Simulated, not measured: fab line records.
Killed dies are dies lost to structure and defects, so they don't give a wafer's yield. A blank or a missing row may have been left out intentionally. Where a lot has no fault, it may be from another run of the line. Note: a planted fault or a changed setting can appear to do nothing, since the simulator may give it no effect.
A lot that was struck, set against a sound lot -- flow rit_cmos -- 15 steps out of a route of 202
Sound: the wafers L604.2, L604.4, L604.6. Struck: wafers L608.1, L608.4, L608.6. The cause is given at the end.
Order at every step that has rows: each side's tool, ch and its chambers, its first start. Under that, the readings that differ: sound wafers -- struck wafers -- difference of the means -- sigmas: that difference in standard deviations of wafers without a fault.
alike: same words and numbers on both sides, and readings whose means sit less than 2 such deviations apart. not compared: any withheld reading, any reading some wafer has no value for, any bound like >300 that may hide the same value, and any number with overlapping values for which the record gives no deviation.
A row with sigmas, a row that says differs or no value, or rows on one side alone: a step with any of these is where the two part. Non-overlapping numbers with no deviation appear without sigmas and do not part them. Lack of a reading on every wafer of one side parts them only where that side has two or more wafers.

first, 1 step without rows for these wafers: RIT_PRETRO_DEVELOP_05 (develop time 68 s).
RIT_PRETRO_OVL_MEAS_06:
  struck on overlay-01, day 5 19:41; sound on overlay-02, day 4 23:44
  alike: PRETRO_OVL
then, 2 steps without rows for these wafers: RIT_PRETRO_HARDBAKE_07 (time 120 s); RIT_PRETRO_IMPLANT_08.
RIT_PRETRO_STRIP_09: strips in O2, time 180 s.
  sound on plasma_asher-03 ch 0,1, day 5 00:10; struck on plasma_asher-03 ch 0,1, day 5 20:08
  alike: drypump_motor_current_A
  not compared: rf_hours_counter_h
RIT_PRETRO_TW_MEAS_10:
  struck on film_metro-02, day 5 20:18; sound on film_metro-04, day 5 00:21
  alike: PRETRO_TW
then, 5 steps without rows for these wafers: RIT_GATE_WET_ETCH_00 (etches SiO2 in BOE, target depth 56 nm, time 60 s); RIT_GATE_CLEAN_01 (cleans in SC1, time 600 s); RIT_GATE_CLEAN_02 (cleans in dHF, time 30 s); RIT_GATE_CLEAN_03 (cleans in SC2, time 600 s); RIT_GATE_CLEAN_04 (cleans in dHF, time 60 s).
RIT_FOX2_THK_MEAS_91:
  struck on film_metro-02, day 5 20:48; sound on film_metro-01, day 5 00:50
  alike: FIELD_OXIDE_LEFT_2_THK
-- the record jumps here: 5 days lie between the struck wafers' starts before and after (it left off in module FOX2 and takes up again in module GATE, whose first step shown is number 75 of the route) --
RIT_GATE_OXIDATION_05: target thk 3 nm, ox time 270 s.
  sound on furnace-02 ch 0, day 5 01:03; struck on furnace-01 ch 0, day 10 21:03
  alike: tube_center_temp_C
then, 1 step without rows for these wafers: RIT_GATE_ANNEAL_06 (time 600 s).
RIT_M1_PROBE_99:
  struck on prober-02, day 11 22:06; sound on prober-02, day 6 01:36
reading,sound,struck,difference,sigmas
model.etest.nmos_0p15.gate_bv_v (V),4.865 4.896 4.904,4.392 4.471 4.411,-0.464,
model.etest.pmos_0p15.gate_bv_v (V),4.728 4.79 4.816,4.315 4.352 4.298,-0.456,
model.etest.pmos_0p15.bv_v (V),5.691 5.736 5.759,5.359 5.378 5.351,-0.366,
model.etest.pmos_0p3.bv_v (V),5.689 5.735 5.757,5.359 5.377 5.351,-0.365,
model.etest.nmos_0p3.bv_v (V),5.528 5.516 5.559,5.274 5.31 5.306,-0.238,
model.etest.nmos_0p15.bv_v (V),5.528 5.516 5.559,5.274 5.31 5.306,-0.238,
  alike: killed_at_front_end, killed_dies, killed_open, killed_short

## WHERE THEY PART
Nowhere in this record.

WHY: whatever the simulator had introduced
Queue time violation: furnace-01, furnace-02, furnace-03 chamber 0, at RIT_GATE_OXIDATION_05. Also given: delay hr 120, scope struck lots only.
